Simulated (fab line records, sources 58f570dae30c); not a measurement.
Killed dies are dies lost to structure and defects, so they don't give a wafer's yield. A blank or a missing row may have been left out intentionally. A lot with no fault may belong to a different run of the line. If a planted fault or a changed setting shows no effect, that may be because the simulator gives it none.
A lot that was struck, set against a sound lot | flow berkeleyCmos170 | 14 steps out of a route of 331
Sound: wafers L370.1, L370.2, L370.5. Wafers L385.1, L385.5, L385.6 were the ones struck. At the end, the cause is stated.
Order at every step that has rows: each side's tool, ch and its chambers, its first start. Under that, the readings that differ: sound wafers | struck wafers | difference of the means | sigmas: that difference in standard deviations of wafers without a fault.
alike: words and numbers the same on both sides, and readings whose means are apart by under 2 such deviations; not compared: readings that were withheld, readings missing a value for some wafer, numbers with overlapping values and no deviation given by the record, and bounds like >300 which may hide the same value.
Wherever a step has rows on one side only, a row that says differs or no value, or a row with sigmas, the two part there. Numbers that don't overlap but have no deviation are shown without sigmas and don't part them. Lack of a reading on every wafer of one side parts them only where that side has two or more wafers.

UCB170_ACTIVE_OVL_MEAS_14:
  sound: overlay-02 at day 5 06:52; struck: overlay-01 at day 8 04:23
  alike: ACTIVE_OVL
UCB170_ACTIVE_ETCH_15: etches Si3N4 in CH3F/Ar/O2, stops on SiO2, target depth 242 nm, time 151 s.
  sound on rieDiel-01 ch 0,1,2, day 5 06:55; struck on rieDiel-01 ch 0,3, day 8 04:25
  alike: chamberPressureMTorr, drypumpMotorCurrentA, mfcArSccm, oesProductAu, throttleValvePct
  not compared: rfHoursCounterH
UCB170_ACTIVE_STRIP_16: strips in O2.
  sound on plasmaAsher-01 ch 0,1, day 5 07:01; struck on plasmaAsher-04 ch 0,1, day 8 04:31
  alike: chamberPressureMTorr, drypumpMotorCurrentA, o2FlowSccm, oesProductAu, stripTimeToEndpointS
  not compared: rfHoursCounterH
UCB170_ACTIVE_CD_MEAS_90: target cd 1200 nm.
  sound: cdSem-01 at day 5 07:07; struck: cdSem-02 at day 8 04:37
  alike: cdNm
then, 7 steps without rows for these wafers: UCB170_ACTIVE_CLEAN_17 (cleans in SPM, time 600 s); UCB170_PFIELD_HMDS_00 (prime time 60 s); UCB170_PFIELD_COAT_01 (resist thk 900 nm); UCB170_PFIELD_SOFTBAKE_02 (time 60 s); UCB170_PFIELD_EXPOSE_03 (exposes mask PFIELD, target cd 1500 nm); UCB170_PFIELD_PEB_04; UCB170_PFIELD_DEVELOP_05 (develop time 45 s).
UCB170_PFIELD_OVL_MEAS_06:
  sound: overlay-02 at day 5 11:41; struck: overlay-01 at day 8 07:52
  alike: PFIELD_OVL
UCB170_PFIELD_IMPLANT_07:
  sound on implanter-03 ch 0, day 5 11:43; struck on implanter-04 ch 0, day 8 07:55
reading     | sound                            | struck                          | difference | sigmas
doseIonsCm2 | 2.0011e+13 2.0012e+13 2.0008e+13 | 2.037e+13 2.0336e+13 2.0362e+13 | +3.457e+11 | +15
UCB170_PFIELD_STRIP_08: strips in O2.
  sound on plasmaAsher-01 ch 0,1, day 5 11:52; struck on plasmaAsher-01 ch 0,1, day 8 08:06
  alike: chamberPressureMTorr, drypumpMotorCurrentA, o2FlowSccm, oesProductAu, stripTimeToEndpointS
  not compared: rfHoursCounterH

== WHERE THEY PART ==
Only at UCB170_PFIELD_IMPLANT_07, as far as this record shows. Later steps at which nothing parts them and some readings are alike: UCB170_PFIELD_STRIP_08.

WHY: the cause the simulator had injected
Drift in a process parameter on implanter-04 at UCB170_PFIELD_IMPLANT_07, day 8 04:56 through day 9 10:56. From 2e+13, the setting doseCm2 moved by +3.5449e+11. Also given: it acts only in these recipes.
